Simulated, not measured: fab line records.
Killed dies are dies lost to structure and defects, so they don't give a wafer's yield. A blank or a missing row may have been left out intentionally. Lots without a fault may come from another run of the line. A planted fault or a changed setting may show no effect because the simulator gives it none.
What tool caused it?    flow rit cmos    42 wafers from 14 lots sampled at 5 of the route's 202 steps

WHAT EACH GAUGE READ, for each wafer
RIT_FOX1_THK_MEAS_01.
lot   measured     on             FOX1_OXIDE_THK (nm)
L930  day 1 18:40  film metro-02  361 357 363
L931  day 1 23:05  film metro-03  351 351 357
L932  day 2 03:10  film metro-01  342 347 347
L933  day 2 07:54  film metro-01  349 352 350
L934  day 2 14:11  film metro-03  340 340 344
L935  day 2 18:51  film metro-03  351 353 358
L937  day 3 05:51  film metro-03  348 345 337
L938  day 3 09:17  film metro-03  342 344 352
L939  day 3 13:49  film metro-01  346 349 348
L942  day 4 04:57  film metro-03  336 331 332
L943  day 4 11:15  film metro-03  343 338 335
L944  day 4 15:01  film metro-01  335 330 340
L946  day 5 01:19  film metro-01  344 336 336
L947  day 5 07:05  film metro-03  350 348 350

RIT_NWELL_OVL_MEAS_06.
lot   measured     on          NWELL_OVL (nm)
L930  day 1 22:05  overlay-01  -0.4 0.5 0.1
L931  day 2 02:31  overlay-02  -1.8 0.9 0.0
L932  day 2 06:28  overlay-01  0.1 0.7 -1.1
L933  day 2 11:16  overlay-01  1.4 -0.2 -0.1
L934  day 2 17:29  overlay-02  3.1 1.8 2.4
L935  day 2 22:11  overlay-01  1.5 0.7 2.5
L937  day 3 09:10  overlay-01  0.6 0.8 1.8
L938  day 3 12:44  overlay-02  0.8 2.3 0.1
L939  day 3 17:11  overlay-02  1.2 2.5 -0.5
L942  day 4 09:36  overlay-01  1.3 1.3 0.0
L943  day 4 14:46  overlay-01  2.7 0.8 1.8
L944  day 4 18:28  overlay-01  2.2 -1.5 -0.8
L946  day 5 04:45  overlay-02  1.0 -1.2 1.5
L947  day 5 10:31  overlay-02  1.3 -0.5 -1.6

RIT_PWELL_TW_MEAS_10.
lot   measured     on             PWELL_TW
L930  day 2 00:17  film metro-01  958 958 958
L931  day 2 04:41  film metro-04  948 944 947
L932  day 2 08:46  film metro-04  949 951 943
L933  day 2 13:33  film metro-04  944 944 944
L934  day 2 19:49  film metro-02  963 975 964
L935  day 3 00:29  film metro-04  956 951 950
L937  day 3 11:27  film metro-01  958 963 960
L938  day 3 15:07  film metro-02  962 964 964
L939  day 3 19:21  film metro-04  953 952 951
L942  day 4 11:53  film metro-04  951 949 949
L943  day 4 16:55  film metro-02  853 854 853
L944  day 4 20:38  film metro-04  949 947 952
L946  day 5 06:55  film metro-01  957 956 962
L947  day 5 12:58  film metro-02  863 858 865

RIT_WELLDRIVE_RS_MEAS_02: measurement is done with a four-point probe.
lot   measured     on             PWELL_RS (ohm/sq)
L930  day 2 05:47  film metro-04  432.4 431.0 431.7
L931  day 2 09:56  film metro-02  429.3 430.1 429.0
L932  day 2 14:02  film metro-02  430.5 429.9 430.6
L933  day 2 19:05  film metro-04  430.0 430.2 429.3
L934  day 3 01:08  film metro-02  428.3 428.4 430.2
L935  day 3 06:13  film metro-02  429.7 430.1 431.7
L937  day 3 16:51  film metro-01  430.8 429.7 429.7
L938  day 3 20:23  film metro-01  431.1 430.5 431.0
L939  day 4 01:28  film metro-04  429.2 430.4 429.5
L942  day 4 17:10  film metro-04  429.9 430.0 430.3
L943  day 4 22:15  film metro-02  540.9 540.5 539.9
L944  day 5 01:55  film metro-02  429.0 428.4 429.6
L946  day 5 12:11  film metro-04  429.9 429.6 429.3
L947  day 5 18:15  film metro-02  534.6 536.5 536.3

WHICH TOOL RAN EACH LOT (tool, then ch and the chambers of the sampled wafers, then the start)
lot   RIT_PWELL_IMPLANT_08
L930  implanter-01 ch 0, day 1 23:58
L931  implanter-01 ch 0, day 2 04:21
L932  implanter-04 ch 0, day 2 08:28
L933  implanter-04 ch 0, day 2 13:13
L934  implanter-01 ch 0, day 2 19:29
L935  implanter-02 ch 0, day 3 00:09
L937  implanter-01 ch 0, day 3 11:08
L938  implanter-04 ch 0, day 3 14:47
L939  implanter-02 ch 0, day 3 19:02
L942  implanter-04 ch 0, day 4 11:35
L943  implanter-04 ch 0, day 4 16:37
L944  implanter-01 ch 0, day 4 20:20
L946  implanter-01 ch 0, day 5 06:36
L947  implanter-04 ch 0, day 5 12:34
- RIT_PWELL_IMPLANT_08

WHAT THE TOOLS THEMSELVES READ (means of the sampled wafers that have a number; where no wafer has one, the mark that the record gives instead)
RIT_PWELL_IMPLANT_08.
lot   tool          dose ions cm2  faraday current uA
L930  implanter-01  7e+13          225
L931  implanter-01  7e+13          219
L932  implanter-04  7e+13          220
L933  implanter-04  7e+13          223
L934  implanter-01  7e+13          221
L935  implanter-02  7e+13          223
L937  implanter-01  7e+13          219
L938  implanter-04  7e+13          223
L939  implanter-02  7e+13          223
L942  implanter-04  7e+13          221
L943  implanter-04  5e+13          159
L944  implanter-01  7e+13          220
L946  implanter-01  7e+13          222
L947  implanter-04  5e+13          156

THE ANSWER, worked out from the rows above alone
Rule: the usual values come from the lots themselves. The widest of any qualifying gaps counts: lots, ordered by their means at a reading, are off when they make up no more than a third of the lots, leave a main group of 4 or more, and stand apart from it by 3 or more times the standard deviation of that group's means. A main group whose means are all the same, to the digits that the tables above print for the reading, isn't used. Also off: a lot with no number at a reading for which 4 or more lots have one. Where the step has rows for the other lots, those lots are counted as sound. The gauges are gone through in route order, then the tools' own readings, and for those a lot's mean is taken as printed above. The first step at which some lot is off is used, and at that step the reading that is off furthest; a lot without a number counts as furthest.
Off: L943, L947, at RIT_PWELL_TW_MEAS_10 (PWELL_TW). For the main group the mean is 954 and the standard deviation 7.
If a tool, at a process step before that reading, ran all the lots that are off and no sound lot after the first of them, it fits. The gauges at RIT_PWELL_TW_MEAS_10 aren't tried: what is off there is off at RIT_PWELL_IMPLANT_08 too, on other tools, and a gauge's error can't cause that. One candidate fits, namely implanter-04 at RIT_PWELL_IMPLANT_08. A fault onset in the window from L942 (day 4 11:35, its last sound lot) to L943 (day 4 16:37, its first lot off) fits.
The tool's own readings at RIT_PWELL_IMPLANT_08 bear it out: on the lots that are off they differ by more than 5 times the standard deviation of the sound lots' means. dose ions cm2 reads 5e+13 there against 7e+13 on the sound lots; faraday current uA reads 158 there against 222 on the sound lots.

WHAT WAS PUT IN BY THE SIMULATOR
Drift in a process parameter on implanter-04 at RIT_PWELL_IMPLANT_08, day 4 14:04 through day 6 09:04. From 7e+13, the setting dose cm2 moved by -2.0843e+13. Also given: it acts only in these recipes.
Lots struck among those shown: L943, L947. The rule given above showed the same thing.
